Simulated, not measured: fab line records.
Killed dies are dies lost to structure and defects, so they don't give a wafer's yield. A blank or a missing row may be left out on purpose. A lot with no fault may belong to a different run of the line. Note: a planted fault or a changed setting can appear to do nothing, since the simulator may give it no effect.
A sampling plan put to the test / flow berkeley_cmos170 / one fab line, 33 faults that these records tell of, each judged on the records of the lots that it struck
The plan consists of the line's own looks: route steps at which the wafer is read by a gauge or an inspection but not changed. Where struck wafers have a number at a look and the file lists that look's usual mean and standard deviation on fault-free wafers, the look can be judged. Caught: 4 or more of those standard deviations (sigma) separate the usual mean from the mean of the struck wafers at a look after the fault's first step. On the tool: the fault's steps, tested the same way using the tool's own readings. Also counted as caught: the struck wafers showing another recipe, or a record that is empty for them alone.

THE FAULTS, as the simulator had put them in
1. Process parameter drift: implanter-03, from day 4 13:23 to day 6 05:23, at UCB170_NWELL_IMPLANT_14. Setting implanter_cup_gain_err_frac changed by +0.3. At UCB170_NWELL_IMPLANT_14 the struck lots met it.
2. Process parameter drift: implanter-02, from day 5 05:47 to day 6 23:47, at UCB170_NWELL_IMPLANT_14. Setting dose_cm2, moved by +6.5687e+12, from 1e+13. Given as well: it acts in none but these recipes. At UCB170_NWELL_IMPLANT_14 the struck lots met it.
3. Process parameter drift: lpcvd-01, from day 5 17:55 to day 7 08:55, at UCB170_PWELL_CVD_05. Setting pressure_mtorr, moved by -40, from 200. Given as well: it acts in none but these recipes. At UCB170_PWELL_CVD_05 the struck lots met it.
4. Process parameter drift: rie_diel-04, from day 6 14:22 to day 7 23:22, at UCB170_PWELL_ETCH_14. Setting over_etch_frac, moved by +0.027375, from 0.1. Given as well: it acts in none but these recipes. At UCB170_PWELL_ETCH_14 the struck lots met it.
5. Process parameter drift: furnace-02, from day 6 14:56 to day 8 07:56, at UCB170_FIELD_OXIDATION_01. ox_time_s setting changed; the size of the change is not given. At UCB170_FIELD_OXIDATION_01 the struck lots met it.
6. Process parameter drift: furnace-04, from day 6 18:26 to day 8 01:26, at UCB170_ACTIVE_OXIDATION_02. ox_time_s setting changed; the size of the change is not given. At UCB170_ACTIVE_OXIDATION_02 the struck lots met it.
7. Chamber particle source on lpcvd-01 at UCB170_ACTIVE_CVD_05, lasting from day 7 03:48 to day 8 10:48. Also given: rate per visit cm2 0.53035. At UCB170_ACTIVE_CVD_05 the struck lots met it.
8. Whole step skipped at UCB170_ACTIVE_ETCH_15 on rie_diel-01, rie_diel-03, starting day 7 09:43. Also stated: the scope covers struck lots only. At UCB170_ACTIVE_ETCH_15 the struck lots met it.
9. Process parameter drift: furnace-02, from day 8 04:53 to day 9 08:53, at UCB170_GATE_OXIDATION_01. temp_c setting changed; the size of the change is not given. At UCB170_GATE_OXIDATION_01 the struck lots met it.
10. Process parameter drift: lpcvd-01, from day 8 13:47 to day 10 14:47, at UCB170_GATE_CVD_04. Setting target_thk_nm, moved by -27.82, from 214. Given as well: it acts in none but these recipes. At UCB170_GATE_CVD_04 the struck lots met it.
11. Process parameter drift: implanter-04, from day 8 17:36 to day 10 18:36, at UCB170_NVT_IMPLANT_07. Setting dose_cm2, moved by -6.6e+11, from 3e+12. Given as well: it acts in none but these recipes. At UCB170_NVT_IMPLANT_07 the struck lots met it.
12. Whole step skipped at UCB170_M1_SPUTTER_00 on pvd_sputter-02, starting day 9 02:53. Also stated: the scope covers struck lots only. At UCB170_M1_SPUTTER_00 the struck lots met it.
13. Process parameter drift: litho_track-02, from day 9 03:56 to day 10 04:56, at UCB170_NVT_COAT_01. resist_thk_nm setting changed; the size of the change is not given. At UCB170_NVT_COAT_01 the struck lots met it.
14. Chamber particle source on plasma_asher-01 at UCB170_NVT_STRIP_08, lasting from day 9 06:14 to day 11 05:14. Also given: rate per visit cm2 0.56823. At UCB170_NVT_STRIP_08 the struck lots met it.
15. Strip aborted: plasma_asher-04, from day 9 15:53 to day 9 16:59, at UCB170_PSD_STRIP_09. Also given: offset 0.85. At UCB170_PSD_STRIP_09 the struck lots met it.
16. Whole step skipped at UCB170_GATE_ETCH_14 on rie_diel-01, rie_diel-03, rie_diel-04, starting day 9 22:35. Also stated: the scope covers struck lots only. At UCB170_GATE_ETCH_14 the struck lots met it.
17. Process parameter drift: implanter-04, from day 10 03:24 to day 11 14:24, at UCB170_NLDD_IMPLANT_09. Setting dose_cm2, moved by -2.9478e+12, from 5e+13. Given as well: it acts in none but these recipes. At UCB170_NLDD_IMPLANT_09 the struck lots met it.
18. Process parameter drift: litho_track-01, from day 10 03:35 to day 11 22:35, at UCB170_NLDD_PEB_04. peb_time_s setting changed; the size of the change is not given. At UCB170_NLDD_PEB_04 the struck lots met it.
19. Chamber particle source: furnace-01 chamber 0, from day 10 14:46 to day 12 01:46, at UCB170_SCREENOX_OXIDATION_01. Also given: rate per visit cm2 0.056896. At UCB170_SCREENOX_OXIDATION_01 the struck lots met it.
20. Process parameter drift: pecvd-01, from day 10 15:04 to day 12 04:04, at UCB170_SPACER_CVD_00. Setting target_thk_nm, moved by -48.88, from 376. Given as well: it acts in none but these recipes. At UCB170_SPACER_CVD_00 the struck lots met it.
21. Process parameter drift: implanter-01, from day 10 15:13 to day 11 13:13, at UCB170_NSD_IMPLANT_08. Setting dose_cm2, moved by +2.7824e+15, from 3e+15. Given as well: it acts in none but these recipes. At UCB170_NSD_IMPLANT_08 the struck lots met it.
22. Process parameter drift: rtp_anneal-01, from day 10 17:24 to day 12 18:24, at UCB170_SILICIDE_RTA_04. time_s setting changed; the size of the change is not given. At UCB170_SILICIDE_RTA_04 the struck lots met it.
23. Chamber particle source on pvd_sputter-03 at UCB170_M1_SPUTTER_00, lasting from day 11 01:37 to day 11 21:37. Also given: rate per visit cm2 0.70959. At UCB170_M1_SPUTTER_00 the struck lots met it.
24. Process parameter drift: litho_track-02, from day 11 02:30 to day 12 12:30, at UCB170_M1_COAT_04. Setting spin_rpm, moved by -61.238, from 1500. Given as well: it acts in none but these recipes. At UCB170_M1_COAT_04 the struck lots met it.
25. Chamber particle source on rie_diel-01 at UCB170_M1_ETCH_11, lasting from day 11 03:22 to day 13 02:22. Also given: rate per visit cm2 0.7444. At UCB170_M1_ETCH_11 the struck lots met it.
26. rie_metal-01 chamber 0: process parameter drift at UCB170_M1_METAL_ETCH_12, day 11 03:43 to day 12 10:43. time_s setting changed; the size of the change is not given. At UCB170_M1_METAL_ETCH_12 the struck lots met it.
27. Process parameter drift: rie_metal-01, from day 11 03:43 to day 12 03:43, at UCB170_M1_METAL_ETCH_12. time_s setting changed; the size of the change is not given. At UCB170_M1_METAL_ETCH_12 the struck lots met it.
28. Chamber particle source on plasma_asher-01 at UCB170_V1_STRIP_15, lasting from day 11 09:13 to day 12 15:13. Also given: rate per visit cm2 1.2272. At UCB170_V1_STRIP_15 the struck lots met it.
29. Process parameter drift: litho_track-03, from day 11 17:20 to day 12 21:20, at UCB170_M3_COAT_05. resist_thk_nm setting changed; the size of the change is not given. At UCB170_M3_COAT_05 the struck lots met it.
30. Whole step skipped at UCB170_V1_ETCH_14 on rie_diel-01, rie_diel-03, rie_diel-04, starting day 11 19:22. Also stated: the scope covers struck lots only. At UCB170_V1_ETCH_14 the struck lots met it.
31. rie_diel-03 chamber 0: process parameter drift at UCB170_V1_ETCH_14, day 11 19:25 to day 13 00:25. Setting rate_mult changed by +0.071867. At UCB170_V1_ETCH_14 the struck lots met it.
32. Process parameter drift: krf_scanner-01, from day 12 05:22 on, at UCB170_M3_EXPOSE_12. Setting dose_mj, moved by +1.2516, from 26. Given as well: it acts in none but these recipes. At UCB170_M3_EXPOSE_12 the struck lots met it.
33. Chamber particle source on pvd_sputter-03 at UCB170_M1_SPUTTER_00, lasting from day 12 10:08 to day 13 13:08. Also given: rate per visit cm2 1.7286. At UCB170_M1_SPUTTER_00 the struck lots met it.

WHAT THE PLAN SAW
fault=1; on the tool itself=faraday_current_uA +16 sigma; first look that catches it=UCB170_NWELL_TW_MEAS_16; reading, sigma=NWELL_TW -8.2; median hours from its first step to that look=0.2; hours from the fault's start to the first struck lot there=2; judged looks passed uncaught=0
fault=2; on the tool itself=dose_ions_cm2 +99 or beyond sigma; first look that catches it=UCB170_NWELL_TW_MEAS_16; reading, sigma=NWELL_TW +19; median hours from its first step to that look=0.2; hours from the fault's start to the first struck lot there=1; judged looks passed uncaught=0
fault=3; on the tool itself=pressure_mtorr -99 or beyond sigma; first look that catches it=UCB170_PWELL_THK_MEAS_06; reading, sigma=PWELL_NITRIDE_THK -5.0; median hours from its first step to that look=2.0; hours from the fault's start to the first struck lot there=10; judged looks passed uncaught=0
fault=4; on the tool itself=under 2 sigma; first look that catches it=no look after it can be judged; reading, sigma=-; median hours from its first step to that look=-; hours from the fault's start to the first struck lot there=-; judged looks passed uncaught=0
fault=5; on the tool itself=under 2 sigma; first look that catches it=UCB170_FIELD_THK_MEAS_02; reading, sigma=FIELD_OXIDE_THK -9.0; median hours from its first step to that look=3.0; hours from the fault's start to the first struck lot there=13; judged looks passed uncaught=0
fault=6; on the tool itself=under 2 sigma; first look that catches it=UCB170_ACTIVE_THK_MEAS_03; reading, sigma=ACTIVE_OXIDE_THK +20; median hours from its first step to that look=1.4; hours from the fault's start to the first struck lot there=3; judged looks passed uncaught=0
fault=7; on the tool itself=under 2 sigma; first look that catches it=none of the 3 looks that can be judged after it; reading, sigma=-; median hours from its first step to that look=-; hours from the fault's start to the first struck lot there=-; judged looks passed uncaught=3
fault=8; on the tool itself=the tool's record is blank for the struck wafers; first look that catches it=no look after it can be judged; reading, sigma=-; median hours from its first step to that look=-; hours from the fault's start to the first struck lot there=-; judged looks passed uncaught=0
fault=9; on the tool itself=tube_center_temp_C -99 or beyond sigma; first look that catches it=UCB170_GATE_THK_MEAS_02; reading, sigma=GATE_OXIDE_THK -9.5; median hours from its first step to that look=1.5; hours from the fault's start to the first struck lot there=11; judged looks passed uncaught=0
fault=10; on the tool itself=no reading that can be judged; first look that catches it=UCB170_GATE_THK_MEAS_05; reading, sigma=GATE_POLY_THK -14; median hours from its first step to that look=1.4; hours from the fault's start to the first struck lot there=13; judged looks passed uncaught=0
fault=11; on the tool itself=dose_ions_cm2 -99 or beyond sigma; first look that catches it=UCB170_NVT_TW_MEAS_09; reading, sigma=NVT_TW -8.5; median hours from its first step to that look=0.2; hours from the fault's start to the first struck lot there=12; judged looks passed uncaught=0
fault=12; on the tool itself=the tool's record is blank for the struck wafers; first look that catches it=no look after it can be judged; reading, sigma=-; median hours from its first step to that look=-; hours from the fault's start to the first struck lot there=-; judged looks passed uncaught=0
fault=13; on the tool itself=no reading that can be judged; first look that catches it=no look after it can be judged; reading, sigma=-; median hours from its first step to that look=-; hours from the fault's start to the first struck lot there=-; judged looks passed uncaught=0
fault=14; on the tool itself=under 2 sigma; first look that catches it=no look after it can be judged; reading, sigma=-; median hours from its first step to that look=-; hours from the fault's start to the first struck lot there=-; judged looks passed uncaught=0
fault=15; on the tool itself=oes_product_au -33 sigma; first look that catches it=UCB170_NSD_TW_MEAS_10; reading, sigma=NSD_TW -76; median hours from its first step to that look=2.9; hours from the fault's start to the first struck lot there=4; judged looks passed uncaught=0
fault=16; on the tool itself=the tool's record is blank for the struck wafers; first look that catches it=no look after it can be judged; reading, sigma=-; median hours from its first step to that look=-; hours from the fault's start to the first struck lot there=-; judged looks passed uncaught=0
fault=17; on the tool itself=dose_ions_cm2 -56 sigma; first look that catches it=UCB170_SDANNEAL_RS_MEAS_05; reading, sigma=NLDD_RS +6.5; median hours from its first step to that look=13.2; hours from the fault's start to the first struck lot there=14; judged looks passed uncaught=0
fault=18; on the tool itself=no reading that can be judged; first look that catches it=not the one look that can be judged after it; reading, sigma=strongest: cd_nm at UCB170_NLDD_CD_MEAS_06, +3.7; median hours from its first step to that look=-; hours from the fault's start to the first struck lot there=-; judged looks passed uncaught=1
fault=19; on the tool itself=under 2 sigma; first look that catches it=not the one look that can be judged after it; reading, sigma=-; median hours from its first step to that look=-; hours from the fault's start to the first struck lot there=-; judged looks passed uncaught=1
fault=20; on the tool itself=under 2 sigma; first look that catches it=UCB170_SPACER_THK_MEAS_01; reading, sigma=SPACER_TEOS_THK -9.7; median hours from its first step to that look=0.0; hours from the fault's start to the first struck lot there=10; judged looks passed uncaught=0
fault=21; on the tool itself=dose_ions_cm2 +99 or beyond sigma; first look that catches it=UCB170_SDANNEAL_RS_MEAS_03; reading, sigma=NSD_RS -86; median hours from its first step to that look=2.0; hours from the fault's start to the first struck lot there=2; judged looks passed uncaught=2
fault=22; on the tool itself=under 2 sigma; first look that catches it=none of the 6 looks that can be judged after it; reading, sigma=-; median hours from its first step to that look=-; hours from the fault's start to the first struck lot there=-; judged looks passed uncaught=6
fault=23; on the tool itself=under 2 sigma; first look that catches it=none of the 2 looks that can be judged after it; reading, sigma=-; median hours from its first step to that look=-; hours from the fault's start to the first struck lot there=-; judged looks passed uncaught=2
fault=24; on the tool itself=spin_speed_rpm -60 sigma; first look that catches it=none of the 2 looks that can be judged after it; reading, sigma=-; median hours from its first step to that look=-; hours from the fault's start to the first struck lot there=-; judged looks passed uncaught=2
fault=25; on the tool itself=under 2 sigma; first look that catches it=none of the 2 looks that can be judged after it; reading, sigma=-; median hours from its first step to that look=-; hours from the fault's start to the first struck lot there=-; judged looks passed uncaught=2
fault=26; on the tool itself=run_length_s -38 sigma; first look that catches it=UCB170_M1_CD_MEAS_90; reading, sigma=cd_nm +4.7; median hours from its first step to that look=0.3; hours from the fault's start to the first struck lot there=0; judged looks passed uncaught=0
fault=27; on the tool itself=run_length_s -7.7 sigma; first look that catches it=no look after it can be judged; reading, sigma=-; median hours from its first step to that look=-; hours from the fault's start to the first struck lot there=-; judged looks passed uncaught=0
fault=28; on the tool itself=under 2 sigma; first look that catches it=no look after it can be judged; reading, sigma=-; median hours from its first step to that look=-; hours from the fault's start to the first struck lot there=-; judged looks passed uncaught=0
fault=29; on the tool itself=no reading that can be judged; first look that catches it=no look after it can be judged; reading, sigma=-; median hours from its first step to that look=-; hours from the fault's start to the first struck lot there=-; judged looks passed uncaught=0
fault=30; on the tool itself=the tool's record is blank for the struck wafers; first look that catches it=no look after it can be judged; reading, sigma=-; median hours from its first step to that look=-; hours from the fault's start to the first struck lot there=-; judged looks passed uncaught=0
fault=31; on the tool itself=under 2 sigma; first look that catches it=no look after it can be judged; reading, sigma=-; median hours from its first step to that look=-; hours from the fault's start to the first struck lot there=-; judged looks passed uncaught=0
fault=32; on the tool itself=exposure_dose_mJ_cm2 +6.7 sigma; first look that catches it=UCB170_M3_CD_MEAS_15; reading, sigma=cd_nm -4.5; median hours from its first step to that look=0.5; hours from the fault's start to the first struck lot there=9; judged looks passed uncaught=0
fault=33; on the tool itself=under 2 sigma; first look that catches it=none of the 2 looks that can be judged after it; reading, sigma=-; median hours from its first step to that look=-; hours from the fault's start to the first struck lot there=-; judged looks passed uncaught=2
A dash: this means the fault isn't caught or the number doesn't appear in these records.

Caught at a look: 14 of 33. Caught on the tool: 16 of 33. By one or the other: 20 of 33.
On the tool alone, faults 8, 12, 16, 24, 27, 30 were caught.
Caught at a look alone: faults 5, 6, 10, 20.
Caught by neither: faults 4, 7, 13, 14, 18, 19, 22, 23, 25, 28, 29, 31, 33.

THINNER SAMPLING
In the worst case, this is how late the first struck lot would be measured if the look that catches a fault measured only every second or every third lot, by lot number:
fault=1; struck lots at that look, in order of time=L582, L585; every lot=2 h; every second lot=5 h; every third lot=may miss all 2
fault=2; struck lots at that look, in order of time=L332, L339; every lot=1 h; every second lot=37 h; every third lot=may miss all 2
fault=3; struck lots at that look, in order of time=L909, L911; every lot=10 h; every second lot=may miss all 2; every third lot=may miss all 2
fault=5; struck lots at that look, in order of time=L692, L691; every lot=13 h; every second lot=13 h; every third lot=may miss all 2
fault=6; struck lots at that look, in order of time=L244, L246; every lot=3 h; every second lot=may miss all 2; every third lot=may miss all 2
fault=9; struck lots at that look, in order of time=L760, L759; every lot=11 h; every second lot=11 h; every third lot=may miss all 2
fault=10; struck lots at that look, in order of time=L165, L164; every lot=13 h; every second lot=13 h; every third lot=may miss all 2
fault=11; struck lots at that look, in order of time=L119, L115, L116; every lot=12 h; every second lot=13 h; every third lot=may miss all 3
fault=15; struck lots at that look, in order of time=L324; every lot=4 h; every second lot=may miss it; every third lot=may miss it
fault=17; struck lots at that look, in order of time=L568, L572; every lot=14 h; every second lot=may miss all 2; every third lot=may miss all 2
fault=20; struck lots at that look, in order of time=L172, L175; every lot=10 h; every second lot=21 h; every third lot=may miss all 2
fault=21; struck lots at that look, in order of time=L976, L977; every lot=2 h; every second lot=2 h; every third lot=may miss all 2
fault=26; struck lots at that look, in order of time=L535, L537; every lot=0 h; every second lot=may miss all 2; every third lot=may miss all 2
fault=32; struck lots at that look, in order of time=L927, L925, L930; every lot=9 h; every second lot=32 h; every third lot=may miss all 3
Hours are from the fault's start to the first struck lot that is measured. 4 sigma limit: tested on the pooled struck wafers, so a lone lot may be under it. Other struck lots may not be in these records.

THE LONGEST TIMED WAY FROM STEP TO LOOK
In fault 17, a median of 13.2 hours elapses between UCB170_NLDD_IMPLANT_09 and UCB170_SDANNEAL_RS_MEAS_05. No look between them can be judged.
